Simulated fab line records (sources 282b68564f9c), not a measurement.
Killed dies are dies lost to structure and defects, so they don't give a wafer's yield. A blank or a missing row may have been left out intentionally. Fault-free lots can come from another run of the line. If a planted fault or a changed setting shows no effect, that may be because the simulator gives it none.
Shared-tool check / flow ritCmos / Sampled: 14 lots, 42 wafers

## REASON FOR OPENING
At RIT_ACTIVE_THK_MEAS_02 the reading ACTIVE_OXIDE_THK is flagged on 2 of 14 lots. No-fault wafers: 46.8 nm, standard deviation 0.8.
Rule: a lot is flagged in two cases, either no wafer of it has a number, or all its wafers with numbers fall more than 4 standard deviations from that mean. The rest of the lots are taken to be sound.

lot=L355; measured=day 1 12:03; on=filmMetro-02; ACTIVE_OXIDE_THK (nm), wafer by wafer=46.3 46.1 46.8; flag=
lot=L356; measured=day 1 17:17; on=filmMetro-01; ACTIVE_OXIDE_THK (nm), wafer by wafer=48.3 48.7 48.4; flag=
lot=L357; measured=day 1 22:05; on=filmMetro-02; ACTIVE_OXIDE_THK (nm), wafer by wafer=47.4 47.1 47.4; flag=
lot=L360; measured=day 2 13:13; on=filmMetro-01; ACTIVE_OXIDE_THK (nm), wafer by wafer=46.8 47.6 47.1; flag=
lot=L361; measured=day 2 19:05; on=filmMetro-03; ACTIVE_OXIDE_THK (nm), wafer by wafer=47.0 46.3 46.5; flag=
lot=L362; measured=day 2 23:03; on=filmMetro-01; ACTIVE_OXIDE_THK (nm), wafer by wafer=47.1 47.2 47.3; flag=
lot=L363; measured=day 3 04:03; on=filmMetro-03; ACTIVE_OXIDE_THK (nm), wafer by wafer=46.4 46.4 45.8; flag=
lot=L365; measured=day 3 14:14; on=filmMetro-01; ACTIVE_OXIDE_THK (nm), wafer by wafer=46.3 46.4 46.3; flag=
lot=L366; measured=day 3 19:35; on=filmMetro-03; ACTIVE_OXIDE_THK (nm), wafer by wafer=48.1 47.9 47.3; flag=
lot=L369; measured=day 4 10:04; on=filmMetro-03; ACTIVE_OXIDE_THK (nm), wafer by wafer=55.0 55.2 55.9; flag=FLAGGED
lot=L375; measured=day 5 17:02; on=filmMetro-03; ACTIVE_OXIDE_THK (nm), wafer by wafer=46.4 46.0 46.8; flag=
lot=L376; measured=day 5 21:25; on=filmMetro-01; ACTIVE_OXIDE_THK (nm), wafer by wafer=53.0 53.2 53.6; flag=FLAGGED
lot=L377; measured=day 6 02:26; on=filmMetro-01; ACTIVE_OXIDE_THK (nm), wafer by wafer=46.6 47.1 47.2; flag=
lot=L378; measured=day 6 07:50; on=filmMetro-01; ACTIVE_OXIDE_THK (nm), wafer by wafer=46.7 46.5 46.3; flag=
On average the flagged lots' numbers are 54.3 nm, which is +7.5 nm against the usual, or +9 standard deviations.

## EACH LOT AND THE TOOL IT RAN ON
The record holds 1 process step before the reading, out of a route of 202 steps. In each cell: the tool, then ch and the chambers that the sampled wafers went through, then the start.
lot=L355; flag=; RIT_ACTIVE_OXIDATION_01=furnace-01 ch 0, day 1 10:07
lot=L356; flag=; RIT_ACTIVE_OXIDATION_01=furnace-03 ch 0, day 1 15:21
lot=L357; flag=; RIT_ACTIVE_OXIDATION_01=furnace-03 ch 0, day 1 20:07
lot=L360; flag=; RIT_ACTIVE_OXIDATION_01=furnace-04 ch 0, day 2 11:17
lot=L361; flag=; RIT_ACTIVE_OXIDATION_01=furnace-01 ch 0, day 2 17:08
lot=L362; flag=; RIT_ACTIVE_OXIDATION_01=furnace-04 ch 0, day 2 21:07
lot=L363; flag=; RIT_ACTIVE_OXIDATION_01=furnace-01 ch 0, day 3 02:07
lot=L365; flag=; RIT_ACTIVE_OXIDATION_01=furnace-03 ch 0, day 3 12:19
lot=L366; flag=; RIT_ACTIVE_OXIDATION_01=furnace-03 ch 0, day 3 17:39
lot=L369; flag=FLAGGED; RIT_ACTIVE_OXIDATION_01=furnace-03 ch 0, day 4 08:07
lot=L375; flag=; RIT_ACTIVE_OXIDATION_01=furnace-01 ch 0, day 5 15:05
lot=L376; flag=FLAGGED; RIT_ACTIVE_OXIDATION_01=furnace-03 ch 0, day 5 19:29
lot=L377; flag=; RIT_ACTIVE_OXIDATION_01=furnace-01 ch 0, day 6 00:30
lot=L378; flag=; RIT_ACTIVE_OXIDATION_01=furnace-01 ch 0, day 6 05:53
What the steps here do:
- RIT_ACTIVE_OXIDATION_01: target thk 46.8 nm, ox time 3360 s.
- RIT_ACTIVE_THK_MEAS_02

## FLAGGED OVER TOTAL, TOOL BY TOOL (the gauges that took the reading come last)
step=RIT_ACTIVE_OXIDATION_01; tool=furnace-01; lots run=6; flagged=0; share of the flagged lots=none; sound lots run after its first flagged lot=-
step=RIT_ACTIVE_OXIDATION_01; tool=furnace-03; lots run=6; flagged=2; share of the flagged lots=all; sound lots run after its first flagged lot=0
step=RIT_ACTIVE_OXIDATION_01; tool=furnace-04; lots run=2; flagged=0; share of the flagged lots=none; sound lots run after its first flagged lot=-
step=RIT_ACTIVE_THK_MEAS_02; tool=filmMetro-01; lots run=7; flagged=1; share of the flagged lots=some; sound lots run after its first flagged lot=2 (L377,L378)
step=RIT_ACTIVE_THK_MEAS_02; tool=filmMetro-02; lots run=2; flagged=0; share of the flagged lots=none; sound lots run after its first flagged lot=-
step=RIT_ACTIVE_THK_MEAS_02; tool=filmMetro-03; lots run=5; flagged=1; share of the flagged lots=some; sound lots run after its first flagged lot=1 (L375)

## WHAT THE TABLE PERMITS
Rows of the table that ran each flagged lot: 1, that is furnace-03 at RIT_ACTIVE_OXIDATION_01.
- furnace-03 at RIT_ACTIVE_OXIDATION_01: 2 of its 6 lots flagged. It ran its last sound lot, L366, at day 3 17:39 and its first flagged lot, L369, at day 4 08:07: a fault with its onset between the two fits. Its own readings (spikeTcCentreC, spikeTcLoadC, spikeTcSourceC, tubeCenterTempC, tube_center_temp_C_max) fall more than 4 standard deviations out on all wafers of the flagged lots.
furnace-03 at RIT_ACTIVE_OXIDATION_01 is the single tool remaining.

## WHAT THE SIMULATOR HAD INSERTED
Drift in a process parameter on furnace-03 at RIT_ACTIVE_OXIDATION_01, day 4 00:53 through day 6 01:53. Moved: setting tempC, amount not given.
Struck lots among those shown: L369, L376. The rule above found the same.
